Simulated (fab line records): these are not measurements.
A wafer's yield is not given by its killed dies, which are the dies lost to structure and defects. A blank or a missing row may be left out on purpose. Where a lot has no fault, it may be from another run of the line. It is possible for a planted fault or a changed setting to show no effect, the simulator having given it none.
Which tool is to blame? / flow berkeley cmos170 / 39 wafers from 13 lots sampled at 5 of the route's 331 steps

## WHAT THE GAUGES SHOWED, per wafer
UCB170_NLDD_CD_MEAS_06: the cd target is 1200 nm.
lot=L887; measured=day 7 21:11; on=cd sem-01; cd nm (nm)=1198.3 1199.0 1197.7
lot=L884; measured=day 7 21:30; on=cd sem-01; cd nm (nm)=1199.7 1198.9 1199.1
lot=L885; measured=day 7 22:23; on=cd sem-01; cd nm (nm)=1199.9 1199.6 1200.6
lot=L886; measured=day 7 22:37; on=cd sem-02; cd nm (nm)=1204.0 1204.1 1204.2
lot=L890; measured=day 8 08:21; on=cd sem-02; cd nm (nm)=1200.8 1201.3 1200.4
lot=L892; measured=day 8 15:08; on=cd sem-01; cd nm (nm)=1200.2 1200.6 1200.7
lot=L891; measured=day 8 16:25; on=cd sem-01; cd nm (nm)=1201.6 1201.4 1202.0
lot=L893; measured=day 9 03:21; on=cd sem-01; cd nm (nm)=1201.4 1201.3 1200.8
lot=L895; measured=day 9 03:44; on=cd sem-02; cd nm (nm)=1201.1 1201.2 1199.9
lot=L899; measured=day 9 18:04; on=cd sem-02; cd nm (nm)=961.6 959.9 960.0
lot=L900; measured=day 11 01:26; on=cd sem-02; cd nm (nm)=1200.2 1201.3 1198.8
lot=L907; measured=day 11 15:57; on=cd sem-02; cd nm (nm)=1200.7 1200.5 1200.0
lot=L906; measured=day 11 16:01; on=cd sem-01; cd nm (nm)=1202.3 1201.5 1201.3

UCB170_M2_OVL_MEAS_16.
lot=L887; measured=day 9 04:02; on=overlay-02; M2_OVL (nm)=0 -5 -5
lot=L884; measured=day 9 04:53; on=overlay-02; M2_OVL (nm)=-1 8 0
lot=L885; measured=day 9 05:50; on=overlay-01; M2_OVL (nm)=8 -2 -3
lot=L886; measured=day 9 06:07; on=overlay-01; M2_OVL (nm)=0 -9 -3
lot=L890; measured=day 9 14:13; on=overlay-01; M2_OVL (nm)=0 3 0
lot=L892; measured=day 9 20:53; on=overlay-02; M2_OVL (nm)=2 -3 1
lot=L891; measured=day 9 21:48; on=overlay-02; M2_OVL (nm)=-5 1 -3
lot=L893; measured=day 10 09:08; on=overlay-01; M2_OVL (nm)=4 4 -5
lot=L895; measured=day 10 10:01; on=overlay-02; M2_OVL (nm)=-8 -3 -8
lot=L899; measured=day 11 02:08; on=overlay-01; M2_OVL (nm)=2 -3 0
lot=L900; measured=day 12 05:31; on=overlay-02; M2_OVL (nm)=-1 -1 -8
lot=L907; measured=day 12 23:38; on=overlay-01; M2_OVL (nm)=-1 -3 1
lot=L906; measured=day 12 23:22; on=overlay-01; M2_OVL (nm)=-2 -4 2

UCB170_V2_OVL_MEAS_13.
lot=L887; measured=day 9 06:21; on=overlay-01; V2_OVL (nm)=5 -1 6
lot=L884; measured=day 9 07:23; on=overlay-01; V2_OVL (nm)=12 12 5
lot=L885; measured=day 9 08:52; on=overlay-01; V2_OVL (nm)=-3 2 -2
lot=L886; measured=day 9 09:10; on=overlay-02; V2_OVL (nm)=-1 1 3
lot=L890; measured=day 9 17:01; on=overlay-01; V2_OVL (nm)=2 4 -2
lot=L892; measured=day 10 01:50; on=overlay-01; V2_OVL (nm)=-8 1 -9
lot=L891; measured=day 10 02:26; on=overlay-02; V2_OVL (nm)=-11 2 -4
lot=L893; measured=day 10 11:59; on=overlay-01; V2_OVL (nm)=-5 4 0
lot=L895; measured=day 10 12:40; on=overlay-01; V2_OVL (nm)=-4 -7 7
lot=L899; measured=day 11 04:34; on=overlay-02; V2_OVL (nm)=4 -3 0
lot=L900; measured=day 12 08:11; on=overlay-02; V2_OVL (nm)=12 10 11
lot=L907; measured=day 13 02:56; on=overlay-02; V2_OVL (nm)=9 -2 5
lot=L906; measured=day 13 02:21; on=overlay-02; V2_OVL (nm)=0 7 2

## WHAT TOOL EACH LOT RAN ON (gives the tool, then ch and the chambers of the sampled wafers, and finally the start)
lot=L887; UCB170_NLDD_EXPOSE_03=krf scanner-01 ch 0, day 7 20:47; UCB170_M2_STRIP_19=plasma asher-02 ch 0,1, day 9 04:17
lot=L884; UCB170_NLDD_EXPOSE_03=krf scanner-01 ch 0, day 7 20:56; UCB170_M2_STRIP_19=plasma asher-03 ch 0,1, day 9 05:10
lot=L885; UCB170_NLDD_EXPOSE_03=krf scanner-01 ch 0, day 7 21:54; UCB170_M2_STRIP_19=plasma asher-01 ch 0,1, day 9 06:06
lot=L886; UCB170_NLDD_EXPOSE_03=krf scanner-02 ch 0, day 7 22:11; UCB170_M2_STRIP_19=plasma asher-03 ch 0,1, day 9 06:23
lot=L890; UCB170_NLDD_EXPOSE_03=krf scanner-01 ch 0, day 8 06:31; UCB170_M2_STRIP_19=plasma asher-02 ch 0,1, day 9 14:32
lot=L892; UCB170_NLDD_EXPOSE_03=krf scanner-02 ch 0, day 8 14:43; UCB170_M2_STRIP_19=plasma asher-01 ch 0,1, day 9 21:09
lot=L891; UCB170_NLDD_EXPOSE_03=krf scanner-01 ch 0, day 8 15:43; UCB170_M2_STRIP_19=plasma asher-03 ch 0,1, day 9 22:05
lot=L893; UCB170_NLDD_EXPOSE_03=krf scanner-01 ch 0, day 9 02:11; UCB170_M2_STRIP_19=plasma asher-02 ch 0,1, day 10 09:23
lot=L895; UCB170_NLDD_EXPOSE_03=krf scanner-01 ch 0, day 9 03:07; UCB170_M2_STRIP_19=plasma asher-02 ch 0,1, day 10 10:17
lot=L899; UCB170_NLDD_EXPOSE_03=krf scanner-01 ch 0, day 9 17:23; UCB170_M2_STRIP_19=plasma asher-03 ch 0,1, day 11 02:23
lot=L900; UCB170_NLDD_EXPOSE_03=krf scanner-02 ch 0, day 11 00:53; UCB170_M2_STRIP_19=plasma asher-01 ch 0,1, day 12 05:46
lot=L907; UCB170_NLDD_EXPOSE_03=krf scanner-02 ch 0, day 11 14:57; UCB170_M2_STRIP_19=plasma asher-01 ch 0,1, day 12 23:53
lot=L906; UCB170_NLDD_EXPOSE_03=krf scanner-01 ch 0, day 11 15:22; UCB170_M2_STRIP_19=plasma asher-03 ch 0,1, day 12 23:38
- UCB170_NLDD_EXPOSE_03: exposes mask NSELECT, target cd 1200 nm.
- UCB170_M2_STRIP_19: strips in O2.

## AS READ BY THE TOOLS THEMSELVES (means over the sampled wafers that have a number; for cases with no such wafer, the mark the record gives instead)
UCB170_M2_STRIP_19.
lot=L887; tool=plasma asher-02; drypump motor current A (A)=6.3; oes product au (a.u.)=0.544
lot=L884; tool=plasma asher-03; drypump motor current A (A)=5.6; oes product au (a.u.)=0.535
lot=L885; tool=plasma asher-01; drypump motor current A (A)=6.1; oes product au (a.u.)=0.551
lot=L886; tool=plasma asher-03; drypump motor current A (A)=5.6; oes product au (a.u.)=0.520
lot=L890; tool=plasma asher-02; drypump motor current A (A)=6.2; oes product au (a.u.)=0.543
lot=L892; tool=plasma asher-01; drypump motor current A (A)=6.1; oes product au (a.u.)=0.545
lot=L891; tool=plasma asher-03; drypump motor current A (A)=5.6; oes product au (a.u.)=0.522
lot=L893; tool=plasma asher-02; drypump motor current A (A)=6.2; oes product au (a.u.)=0.534
lot=L895; tool=plasma asher-02; drypump motor current A (A)=6.3; oes product au (a.u.)=0.548
lot=L899; tool=plasma asher-03; drypump motor current A (A)=6.0; oes product au (a.u.)=0.547
lot=L900; tool=plasma asher-01; drypump motor current A (A)=6.2; oes product au (a.u.)=0.522
lot=L907; tool=plasma asher-01; drypump motor current A (A)=6.2; oes product au (a.u.)=0.551
lot=L906; tool=plasma asher-03; drypump motor current A (A)=6.0; oes product au (a.u.)=0.519

## THE ANSWER, worked out from the rows above alone
Rule: the usual values come from the lots themselves. Put in order of their means at a reading, lots are off if they are a third of the lots or fewer, leave a main group of 4 or more, and stand apart from it by a gap of 3 or more times the standard deviation of the main group's means; of several such gaps the widest counts. A main group is skipped when, at the precision printed for the reading in the tables above, its means are all equal. A lot without any number at a reading at which 4 lots or more have one is off too. The other lots that the step has rows for count as sound. The gauges are gone through in route order, then the tools' own readings, and for those a lot's mean is taken as printed above. At the first step where some lot is off, the reading lying furthest off is the one used; lots without a number count as furthest.
Off: L899 (UCB170_NLDD_CD_MEAS_06, cd nm). The main group has a mean of 1200.7 nm with a standard deviation of 1.4.
If a tool, at a process step before that reading, ran all the lots that are off and no sound lot after the first of them, it fits. The gauges at UCB170_NLDD_CD_MEAS_06 are tried like those tools. Not one of the candidates tried fits.

## WHAT THE SIMULATOR PUT IN
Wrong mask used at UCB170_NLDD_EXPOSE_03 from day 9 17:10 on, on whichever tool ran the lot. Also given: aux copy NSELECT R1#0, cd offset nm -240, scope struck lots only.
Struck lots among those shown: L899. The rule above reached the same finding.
